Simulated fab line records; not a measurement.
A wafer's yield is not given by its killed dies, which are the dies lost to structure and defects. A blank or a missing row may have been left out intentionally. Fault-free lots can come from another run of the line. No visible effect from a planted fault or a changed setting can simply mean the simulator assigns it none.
A lot that was struck, set against a sound lot + flow ritCmos + 34 out of 202 route steps
Sound: these wafers, L366.2, L366.4, L366.5. The struck wafers were L357.1, L357.5, L357.6. At the end, the cause is stated.
For every step that has rows: the tool of each side, followed by ch and its chambers, followed by its first start. Under that, the readings that differ: sound wafers + struck wafers + difference of the means + sigmas: that difference in standard deviations of wafers without a fault.
alike: readings with means less than 2 such deviations apart, plus words and numbers identical on both sides. not compared: withheld readings, readings lacking a value on some wafer, bounds such as >300 that could conceal the same value, and numbers that have no deviation in the record and whose values overlap.
A row with sigmas, a row that says differs or no value, or rows on one side alone: a step with any of these is where the two part. Numbers that have no deviation but don't overlap get no sigmas and don't part them. Lack of a reading on every wafer of one side parts them only where that side has two or more wafers.

first, 2 steps without rows for these wafers: RIT_SPACER_CLEAN_02 (cleans in SC2, time 600 s); RIT_SPACER_CVD_03 (deposits Si3N4 from SiH2Cl2/NH3, target thk 250 nm, time 3300 s).
RIT_SPACER_THK_MEAS_04:
  struck on filmMetro-02, day 3 22:54; sound on filmMetro-04, day 5 22:07
  alike: SPACER_NITRIDE_THK
RIT_SPACER_ETCHBACK_05: etches Si3N4 in SF6/CHF3, stops on SiO2, target depth 250 nm, time 240 s.
  sound on rieDiel-04 ch 1,2, day 5 22:10; struck on rieDiel-04 ch 0,2, day 3 22:58
  alike: chamberPressureMTorr, drypumpMotorCurrentA, oesProductAu, throttleValvePct
  not compared: rfHoursCounterH
then, 6 steps without rows for these wafers: RIT_NSD_HMDS_00 (prime time 60 s); RIT_NSD_COAT_01 (resist thk 1000 nm); RIT_NSD_SOFTBAKE_02 (time 60 s); RIT_NSD_EXPOSE_03 (exposes mask M9, target cd 40700 nm); RIT_NSD_PEB_04; RIT_NSD_DEVELOP_05 (develop time 50 s).
RIT_NSD_OVL_MEAS_06:
  struck on overlay-02, day 4 00:08; sound on overlay-01, day 5 23:20
| reading      | sound       | struck       | difference | sigmas |
|--------------|-------------|--------------|------------|--------|
| NSD_OVL (nm) | 2.5 3.2 3.9 | 0.5 -1.2 2.1 | -2.7       | -2     |
then, 1 step without rows for these wafers: RIT_NSD_HARDBAKE_07 (time 60 s).
RIT_NSD_IMPLANT_08:
  sound on implanter-02 ch 0, day 5 23:32; struck on implanter-01 ch 0, day 4 00:19
| reading     | sound                      | struck                        | difference | sigmas |
|-------------|----------------------------|-------------------------------|------------|--------|
| doseIonsCm2 | 1.0002e+15 1e+15 9.999e+14 | 9.761e+14 9.754e+14 9.762e+14 | -2.413e+13 | -26    |
  alike: faradayCurrentUA
RIT_NSD_STRIP_09: strips in O2, time 180 s.
  sound on plasmaAsher-03 ch 0,1, day 5 23:40; struck on plasmaAsher-01 ch 0,1, day 4 00:28
| reading                  | sound       | struck      | difference | sigmas |
|--------------------------|-------------|-------------|------------|--------|
| drypumpMotorCurrentA (A) | 6.0 6.0 5.9 | 5.2 4.7 5.2 | -0.9       | -2     |
  alike: chamberPressureMTorr, rfReflPowerW
  not compared: rfHoursCounterH
RIT_NSD_TW_MEAS_10:
  struck on filmMetro-04, day 4 00:38; sound on filmMetro-01, day 5 23:51
  alike: NSD_TW
then, 6 steps without rows for these wafers: RIT_PSD_HMDS_00 (prime time 60 s); RIT_PSD_COAT_01 (resist thk 1000 nm); RIT_PSD_SOFTBAKE_02 (time 60 s); RIT_PSD_EXPOSE_03 (exposes mask M10, target cd 40900 nm); RIT_PSD_PEB_04; RIT_PSD_DEVELOP_05 (develop time 50 s).
RIT_PSD_OVL_MEAS_06:
  struck on overlay-01, day 4 01:33; sound on overlay-02, day 6 00:49
  alike: PSD_OVL
then, 2 steps without rows for these wafers: RIT_PSD_HARDBAKE_07 (time 60 s); RIT_PSD_IMPLANT_08.
RIT_PSD_STRIP_09: strips in O2, time 180 s.
  sound on plasmaAsher-03 ch 1, day 6 01:18; struck on plasmaAsher-03 ch 0,1, day 4 01:53
  alike: chamberPressureMTorr, drypumpMotorCurrentA, rfReflPowerW
  not compared: rfHoursCounterH
RIT_PSD_TW_MEAS_10:
  struck on filmMetro-04, day 4 02:04; sound on filmMetro-03, day 6 01:29
  alike: PSD_TW
then, 3 steps without rows for these wafers: RIT_SDANNEAL_CLEAN_00 (cleans in SC1, time 600 s); RIT_SDANNEAL_CLEAN_01 (cleans in dHF, time 31.36 s); RIT_SDANNEAL_CLEAN_02 (cleans in SC2, time 600 s).
RIT_SDANNEAL_RTA_03: time 5 s.
  sound on rtpAnneal-01 ch 0, day 6 01:55; struck on rtpAnneal-02 ch 0, day 4 02:29
  alike: wafer_temp_C_max
RIT_SDANNEAL_RS_MEAS_04: the measuring method here is four-point-probe.
  struck on filmMetro-03, day 4 02:33; sound on filmMetro-01, day 6 01:59
  alike: PSD_RS
RIT_SDANNEAL_RS_MEAS_05: the measuring method here is four-point-probe.
  struck on filmMetro-03, day 4 02:40; sound on filmMetro-01, day 6 02:06
| reading         | sound             | struck            | difference | sigmas |
|-----------------|-------------------|-------------------|------------|--------|
| NSD_RS (ohm/sq) | 84.91 84.89 84.84 | 86.28 86.36 86.09 | +1.36      | +5     |
RIT_SDANNEAL_RS_MEAS_06: the measuring method here is four-point-probe.
  struck on filmMetro-03, day 4 02:47; sound on filmMetro-01, day 6 02:13
  alike: PLDD_RS
RIT_M1_PROBE_99:
  struck on prober-02, day 4 09:55; sound on prober-01, day 6 09:23
| reading                           | sound             | struck            | difference | sigmas |
|-----------------------------------|-------------------|-------------------|------------|--------|
| model.etest.contactNplus.endOhmUm | 43.29 42.06 42.63 | 44.62 43.58 44.01 | +1.41      |        |
  alike: killedAtContacts, killedAtFrontEnd, killedDies, killedOpen, killedShort

WHERE THEY PART
Last at RIT_SDANNEAL_RS_MEAS_05 as far as this record goes, first at RIT_NSD_OVL_MEAS_06. Later steps at which nothing parts them and some readings are alike: RIT_SDANNEAL_RS_MEAS_06, RIT_M1_PROBE_99.

WHY: whatever the simulator had introduced
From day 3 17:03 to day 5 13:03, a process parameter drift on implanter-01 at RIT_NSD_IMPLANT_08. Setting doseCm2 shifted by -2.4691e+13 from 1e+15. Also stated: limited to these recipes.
